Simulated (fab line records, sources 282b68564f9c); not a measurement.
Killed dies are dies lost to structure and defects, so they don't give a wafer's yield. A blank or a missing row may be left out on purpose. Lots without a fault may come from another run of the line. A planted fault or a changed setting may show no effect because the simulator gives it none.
fab line records | flow rit_cmos
record lots=5 wafers=23
route steps=202 shown M1@200
start_h: hours from the record's first day to the start of the lot's first wafer shown | wait_h: hours since the lot's step before | " the same as in the row above | L1.1+2: a row that stands for several wafers | - no value, or no start given | * or withheld: withheld | < > ~ a bound
route shown NAME@n: a module of which the file shows steps, and the number in the route of the first | usual: mean/standard deviation of fault-free wafers | same: alike in all rows | chamber/n: place in a boat | sites: the reading at each site | _std_site: their standard deviation | _edge_site: outer sites' mean less inner sites' | radius_mm: how far each site lies from the wafer's centre | mask NAME#n: copy n | behind: the tool/chamber that last shaped the wafer | hold: why the lot was held/for how many hours/how that ended | device: the transistor (n, p or np) that didn't switch | end of line: the same wafers' tests at the end of the route | a step without rows: its recipe alone | killed: dies lost to structure and defects at the first sort, not the wafer's yield | map: a wafer's dies, x killed, . not, _ none there
set.NAME: the setting as run; set.NAME@STEP: as run at that earlier step | model.NAME: the simulator's own value behind a step, which no gauge read
lots whose settings were changed on purpose; a table a step, a row a wafer
## steps
# step RIT_M1_ANNEAL_15
# recipe temp_c=450 time_s=1800 ambient=forming_gas_H2N2
# columns lot.wafer tool chamber start_h wait_h set.time_s
L075.1+2+3+5+6 - - - 0.1 1873
L078.1+2+4+5+6 - - - 0.1 1800
L081.2+3+4+5+6 - - - 0.1 1800
L084.2+3+5 furnace-02 0 107.51 0.2 1800
L085.1+2+3+5+6 - - - 0.1 1997
# step RIT_M1_PROBE_99
# usual killed_at_contacts=0.1/0.32 killed_at_front_end=7/3 killed_dies=6.8/3 killed_open=3.5/2.1 killed_short=3.3/1.9
# same gross_dies=264 killed_at_M0_to_M3=0 killed_at_M4_up=0 killed_at_back_side=0 killed_at_other=0
# columns lot.wafer tool chamber start_h wait_h set.dose_mj@GATE_EXPOSE_13 set.spin_rpm@CONTACT_COAT_03 killed_at_contacts killed_at_front_end killed_dies killed_open killed_short model.etest.nmos_0p15.drive_ua_um model.etest.pmos_0p15.drive_ua_um model.etest.npoly_line.line_ohm_um model.etest.ppoly_line.line_ohm_um model.etest.nmos_turned.drive_ua_um model.etest.pmos_0p3.r_on_ohm_um model.etest.nmos_0p15.r_on_ohm_um model.etest.pmos_turned.drive_ua_um
L075.1 prober-01 - 67.52 0.1 356 3360 0 247 247 1 5 356.4 188.6 119.2 113.8 272.8 6724 1339 151
L075.2 prober-01 - 67.57 0.1 380 3250 0 8 8 5 3 454.5 253.9 161.1 152.2 313.2 6284 1108 191.3
L075.3 prober-01 - 67.62 0.2 380 3250 0 7 7 7 0 457.6 243 158 152.3 319.6 6353 1139 185.8
L075.5 prober-01 - 67.72 0.2 356 3360 0 250 250 7 4 355.7 181.7 116.8 110.7 272.7 6845 1363 147.4
L075.6 prober-01 - 67.77 0.2 380 3250 0 13 13 7 6 456.8 253.4 165.4 160.2 303.1 6378 1131 188
L078.1 prober-02 - 82.59 0.1 380 3250 0 6 6 2 4 474.5 272.6 175.7 170.4 297.8 6083 1150 199.2
L078.2 prober-02 - 82.64 0.1 380 3250 0 3 3 1 2 465.2 275.7 173.9 169 294.5 6044 1212 205.9
L078.4 prober-02 - 82.74 0.2 380 3250 1 5 6 2 4 471.8 267 169.5 166.2 300.9 6160 1162 197.6
L078.5 prober-02 - 82.79 0.2 380 3250 0 4 4 0 4 472.8 272.3 171.1 161.9 301 6032 1142 204.1
L078.6 prober-02 - 82.84 0.2 380 3250 0 9 9 5 4 480.6 278.7 174.9 168.4 303.4 5895 1138 206.1
L081.2 prober-01 - 95.94 0.1 388.7 3423 0 8 8 4 3 518 277.7 196.4 185.8 332.3 6229 1073 195.8
L081.3 prober-01 - 95.99 0.2 380 3250 0 4 4 0 4 463 245.2 169.4 164.3 299.8 6391 1231 177.9
L081.4 prober-01 - 96.04 0.2 388.7 3423 0 7 7 3 4 504.7 274.1 190.2 180.6 329.6 6303 1085 197.2
L081.5 prober-01 - 96.09 0.2 388.7 3250 0 1 1 1 0 510.3 283.1 193.9 189.5 317.8 6225 1069 195.4
L081.6 prober-01 - 96.14 0.2 380 3250 1 6 7 2 5 461.1 245.8 166.6 160.3 310 6301 1184 180.3
L084.2 prober-02 - 109.18 0.1 380 3250 1 7 8 6 2 466.9 262.2 163.2 157.9 316.6 6077 1159 201.5
L084.3 prober-02 - 109.23 0.2 380 3250 0 3 3 2 1 460.3 258 164.3 156.8 305 6174 1147 195
L084.5 prober-02 - 109.33 0.2 380 3250 0 9 9 2 7 457.6 256.4 161.2 157.2 311.1 6186 1144 197.5
L085.1 prober-01 - 116.67 0.1 394.9 3250 0 20 20 3 4 563.8 323.2 209.2 201.5 351.8 5923 1095 231
L085.2 prober-01 - 116.72 0.1 380 3124 0 7 7 4 3 473.7 265.6 164 160.4 330.2 6119 1145 202.9
L085.3 prober-01 - 116.77 0.2 394.9 3250 0 28 28 3 2 594.8 336.9 223 210.1 376.6 5866 1018 243
L085.5 prober-01 - 116.87 0.2 380 3124 0 8 8 5 3 471.4 267.4 168.6 162.2 316.6 6050 1170 199.8
L085.6 prober-01 - 116.92 0.2 380 3124 0 4 4 3 1 473.1 260.8 166.4 159.8 313 6074 1210 198.6
# killed by level:class
L075.1 GATE:area_expose=241 GATE:geometric_particle:short=3 SPACER:geometric_particle:short=2 FOX1:geometric_particle:open=1
L075.2 FOX1:geometric_particle:open=2 SPACER:geometric_particle:short=2 SILICIDE:geometric_particle:open=2 FOX2:geometric_particle:open=1 GATE:geometric_particle:short=1
L075.3 GATE:geometric_particle:open=3 SILICIDE:geometric_particle:open=3 REOX:geometric_particle:open=1
L075.5 GATE:area_expose=239 GATE:geometric_particle:short=3 GATE:geometric_particle:open=3 FOX1:geometric_particle:open=2 REOX:geometric_particle:open=2 FOX1:geometric_particle:short=1
L075.6 FOX1:geometric_particle:open=2 FOX1:geometric_particle:short=2 GATE:geometric_particle:open=2 GATE:geometric_particle:short=2 SPACER:geometric_particle:open=2 FOX2:geometric_particle:short=1 REOX:geometric_particle:open=1 SILICIDE:geometric_particle:short=1
L078.1 FOX2:geometric_particle:short=2 FOX1:geometric_particle:short=1 GATE:geometric_particle:short=1 SPACER:geometric_particle:open=1 SILICIDE:geometric_particle:open=1
L078.2 FOX1:geometric_particle:short=1 REOX:geometric_particle:open=1 SILICIDE:geometric_particle:short=1
L078.4 FOX2:geometric_particle:short=2 GATE:geometric_particle:short=1 SPACER:geometric_particle:open=1 SILICIDE:geometric_particle:short=1 CONTACT:geometric_particle:open=1
L078.5 FOX1:geometric_particle:short=1 FOX2:geometric_particle:short=1 REOX:geometric_particle:short=1 SILICIDE:geometric_particle:short=1
L078.6 FOX1:geometric_particle:open=1 FOX2:geometric_particle:short=1 FOX2:geometric_particle:open=1 GATE:geometric_particle:open=1 REOX:geometric_particle:short=1 SPACER:geometric_particle:short=1 SPACER:geometric_particle:open=1 SILICIDE:geometric_particle:short=1
L081.2 FOX1:geometric_particle:open=2 REOX:geometric_particle:short=2 ACTIVE:geometric_particle:open=1 GATE:geometric_particle:short=1 REOX:geometric_particle:open=1 GATE:area_expose=1
L081.3 GATE:geometric_particle:short=2 FOX2:geometric_particle:short=1 SILICIDE:geometric_particle:short=1
L081.4 FOX1:geometric_particle:open=1 FOX1:geometric_particle:short=1 GATE:geometric_particle:short=1 REOX:geometric_particle:short=1 SPACER:geometric_particle:open=1 SILICIDE:geometric_particle:short=1 SILICIDE:geometric_particle:open=1
L081.5 SPACER:geometric_particle:open=1
L081.6 SILICIDE:geometric_particle:short=2 GATE:geometric_particle:short=1 REOX:geometric_particle:short=1 SPACER:geometric_particle:short=1 SILICIDE:geometric_particle:open=1 CONTACT:geometric_particle:open=1
L084.2 GATE:geometric_particle:open=2 SPACER:geometric_particle:open=2 FOX1:geometric_particle:short=1 REOX:geometric_particle:open=1 SPACER:geometric_particle:short=1 CONTACT:geometric_particle:open=1
L084.3 ACTIVE:geometric_particle:open=1 REOX:geometric_particle:short=1 SPACER:geometric_particle:open=1
L084.5 FOX1:geometric_particle:short=2 FOX2:geometric_particle:short=2 GATE:geometric_particle:open=2 GATE:geometric_particle:short=1 REOX:geometric_particle:short=1 SPACER:geometric_particle:short=1
L085.1 GATE:area_expose=13 GATE:geometric_particle:open=2 FOX1:geometric_particle:short=1 GATE:geometric_particle:short=1 REOX:geometric_particle:short=1 SPACER:geometric_particle:open=1 SPACER:geometric_particle:short=1
L085.2 GATE:geometric_particle:open=2 GATE:geometric_particle:short=2 REOX:geometric_particle:open=1 SPACER:geometric_particle:open=1 SPACER:geometric_particle:short=1
L085.3 GATE:area_expose=23 FOX1:geometric_particle:open=1 FOX2:geometric_particle:open=1 GATE:geometric_particle:open=1 GATE:geometric_particle:short=1 SPACER:geometric_particle:short=1
L085.5 FOX2:geometric_particle:open=2 GATE:geometric_particle:open=2 FOX2:geometric_particle:short=1 GATE:geometric_particle:short=1 REOX:geometric_particle:short=1 SPACER:geometric_particle:open=1
L085.6 GATE:geometric_particle:open=1 GATE:geometric_particle:short=1 SPACER:geometric_particle:open=1 SILICIDE:geometric_particle:open=1
## key
split step=RIT_M1_ANNEAL_15 setting=time_s stated=1800 by=lot
response none clear
split outside_this_file step=RIT_GATE_EXPOSE_13 setting=dose_mj
split outside_this_file step=RIT_CONTACT_COAT_03 setting=spin_rpm
# split outside_this_file: this setting was split too, and the file shows its column; the key of that split is in another file
